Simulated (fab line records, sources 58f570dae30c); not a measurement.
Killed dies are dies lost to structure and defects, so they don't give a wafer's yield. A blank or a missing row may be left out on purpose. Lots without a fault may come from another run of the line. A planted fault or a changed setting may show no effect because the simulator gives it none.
fab line records | flow berkeley_cmos170
record lots=15 wafers=45 last_day=12
route steps=331 shown V1@264
lots that met no fault: from a run of the same line without faults
start_h: hours from the record's first day to the start of the lot's first wafer shown | wait_h: hours since the lot's step before | " the same as in the row above | L1.1+2: a row that stands for several wafers | - no value, or no start given | * or withheld: withheld | < > ~ a bound
route shown NAME@n: a module of which the file shows steps, and the number in the route of the first | usual: mean/standard deviation of fault-free wafers | same: alike in all rows | chamber/n: place in a boat | sites: the reading at each site | _std_site: their standard deviation | _edge_site: outer sites' mean less inner sites' | radius_mm: how far each site lies from the wafer's centre | mask NAME#n: copy n | behind: the tool/chamber that last shaped the wafer | hold: why the lot was held/for how many hours/how that ended | device: the transistor (n, p or np) that didn't switch | end of line: the same wafers' tests at the end of the route | a step without rows: its recipe alone | killed: dies lost to structure and defects at the first sort, not the wafer's yield | map: a wafer's dies, x killed, . not, _ none there
set.NAME: the setting as run; set.NAME@STEP: as run at that earlier step | model.NAME: the simulator's own value behind a step, which no gauge read
steps of the route over a sample of lots; a table a step, a row a wafer
## steps
# step UCB170_V1_PEB_10
# recipe peb_temp_c=130 peb_time_s=withheld resist=KrF
# usual chill_plate_temp_C=23.02/0.1 exhaust_pa=44.9/0.81 resist_line_temp_C=22.98/0.11
# columns lot.wafer tool chamber start_h wait_h chill_plate_temp_C exhaust_pa resist_line_temp_C
L865.2 litho_track-02 0 189.41 0.1 23.10 45.5 22.99
L865.5 " 0 " " 23.12 46.0 23.15
L865.6 " 0 " " 23.09 44.5 23.13
L866.1 litho_track-02 0 190.54 0.1 23.05 43.3 23.09
L866.3 " 0 " " 22.99 44.1 22.98
L866.4 " 0 " " 23.07 44.0 23.10
L871.1 litho_track-04 0 210.71 0.1 23.10 45.1 22.80
L871.2 " 0 " " 23.05 45.5 22.86
L871.6 " 0 " " 22.98 44.9 22.86
L870.2 litho_track-04 0 213.28 0.2 23.05 44.6 22.92
L870.4 " 0 " " 22.85 44.8 22.94
L870.5 " 0 " " 23.00 43.7 22.91
L872.3 litho_track-04 - 216.44 0.1 - - -
L872.4 " - " " - - -
L872.6 " - " " - - -
L873.3 litho_track-04 - 217.78 0.1 - - -
L873.5 " - " " - - -
L873.6 " - " " - - -
L877.2 litho_track-02 - 225.91 0.1 - - -
L877.3 " - " " - - -
L877.4 " - " " - - -
L875.3 litho_track-04 0 227.50 0.4 22.99 45.3 23.09
L875.4 " 0 " " 23.06 45.7 23.13
L875.6 " 0 " " 23.25 45.0 22.94
L881.3 litho_track-03 0 250.74 0.4 23.08 44.7 22.98
L881.4 " 0 " " 22.93 45.4 22.95
L881.5 " 0 " " 23.05 45.3 22.86
L878.2 litho_track-02 0 252.52 0.2 23.06 44.8 22.93
L878.3 " 0 " " 22.94 44.9 22.92
L878.6 " 0 " " 22.98 43.6 22.98
L879.1 litho_track-04 0 255.43 0.1 23.09 45.6 22.99
L879.3 " 0 " " 23.08 45.5 22.88
L879.5 " 0 " " 23.12 45.3 22.86
L885.3 litho_track-04 0 276.92 0.1 22.92 45.0 22.96
L885.4 " 0 " " 22.80 45.3 22.97
L885.6 " 0 " " 23.05 44.0 23.10
L887.1 litho_track-04 0 278.58 0.1 23.12 45.3 22.94
L887.2 " 0 " " 23.12 44.2 22.93
L887.6 " 0 " " 23.06 43.9 22.95
L882.1 litho_track-03 0 278.73 0.1 23.18 43.7 22.85
L882.3 " 0 " " 23.16 46.2 22.96
L882.5 " 0 " " 23.14 45.4 23.01
L884.3 litho_track-04 0 286.24 0.6 22.95 45.2 22.89
L884.4 " 0 " " 22.96 44.4 22.94
L884.5 " 0 " " 22.94 45.5 22.95
## key
first_sign step=UCB170_V1_PEB_10 reading=tool_record direction=missing
effect none on later readings
met_at UCB170_V1_PEB_10
struck_lots L872,L873,L877
later_rows_left_out L872.3,L872.4,L872.6,L873.3,L873.5,L873.6,L877.2,L877.3,L877.4
sort_left_out L872.3,L872.4,L872.6,L873.3,L873.5,L873.6,L877.2,L877.3,L877.4
onset_between 213.28 216.44
fault kind=skipped_step_whole tool=litho_track-02,litho_track-04 chamber=- onset_h=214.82 steps=UCB170_V1_PEB_10 scope=struck_lots_only
# sort_left_out: the simulated sort isn't trusted on such a fault, so these wafers' sort isn't shown, and their yield isn't known
# later_rows_left_out: the simulator's readings of these wafers behind a module that went badly wrong aren't trusted and aren't shown, but for the sort
